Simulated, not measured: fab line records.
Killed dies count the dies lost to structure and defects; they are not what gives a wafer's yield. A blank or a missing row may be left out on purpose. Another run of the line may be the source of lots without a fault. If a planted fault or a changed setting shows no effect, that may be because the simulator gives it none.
A sampling plan put to the test | flow rit cmos | one fab line, 6 faults that these records tell of, each judged on the records of the lots that it struck
The plan is the line's own looks: the steps of the route at which a gauge or an inspection reads the wafer and doesn't change it. Where struck wafers have a number at a look and the file lists that look's usual mean and standard deviation on fault-free wafers, the look can be judged. Caught: the struck wafers' mean, at a look after the fault's first step, is 4 or more of those standard deviations (sigma) away from the usual mean. On the tool: the identical test, applied to the tool's own readings at the steps of the fault. Caught also covers a different recipe on the struck wafers, or a record left blank for those wafers only.

THE FAULTS, as the simulator had put them in
1. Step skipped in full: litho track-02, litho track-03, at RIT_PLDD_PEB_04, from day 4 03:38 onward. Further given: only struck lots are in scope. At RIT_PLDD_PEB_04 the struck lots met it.
2. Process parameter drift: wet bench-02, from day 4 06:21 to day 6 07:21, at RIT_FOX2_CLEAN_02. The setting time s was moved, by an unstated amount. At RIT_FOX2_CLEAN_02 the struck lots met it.
3. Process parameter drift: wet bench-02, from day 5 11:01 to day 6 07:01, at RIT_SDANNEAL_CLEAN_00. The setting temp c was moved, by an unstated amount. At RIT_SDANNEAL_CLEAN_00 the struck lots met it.
4. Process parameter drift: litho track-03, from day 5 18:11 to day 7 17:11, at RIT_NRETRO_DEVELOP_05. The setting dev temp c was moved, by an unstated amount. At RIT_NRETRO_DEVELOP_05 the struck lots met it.
5. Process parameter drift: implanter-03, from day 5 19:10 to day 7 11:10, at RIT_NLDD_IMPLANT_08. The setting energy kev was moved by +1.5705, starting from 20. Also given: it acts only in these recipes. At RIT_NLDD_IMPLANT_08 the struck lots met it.
6. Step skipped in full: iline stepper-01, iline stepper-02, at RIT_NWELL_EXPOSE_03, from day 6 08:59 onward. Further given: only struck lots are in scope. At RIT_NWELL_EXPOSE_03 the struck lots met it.

WHAT THE PLAN SAW
fault | on the tool itself                  | first look that catches it                   | reading, sigma | median hours from its first step to that look | hours from the fault's start to the first struck lot there | judged looks passed uncaught
1     | no reading that can be judged       | no look after it can be judged               | -              | -                                             | -                                                          | 0
2     | run length s -61 sigma              | no look after it can be judged               | -              | -                                             | -                                                          | 0
3     | temp c -6.8 sigma                   | not the one look that can be judged after it | -              | -                                             | -                                                          | 1
4     | developer temp C +8.5 sigma         | no look after it can be judged               | -              | -                                             | -                                                          | 0
5     | beam energy keV +99 or beyond sigma | no look after it can be judged               | -              | -                                             | -                                                          | 0
6     | no reading that can be judged       | no look after it can be judged               | -              | -                                             | -                                                          | 0
A dash: the fault isn't caught, or these records don't give the number.

Caught at a look: 0 of 6. Caught on the tool: 4 of 6. By one or the other: 4 of 6.
Faults caught by the tool alone: 2, 3, 4, 5.
Caught by neither: faults 1, 6.
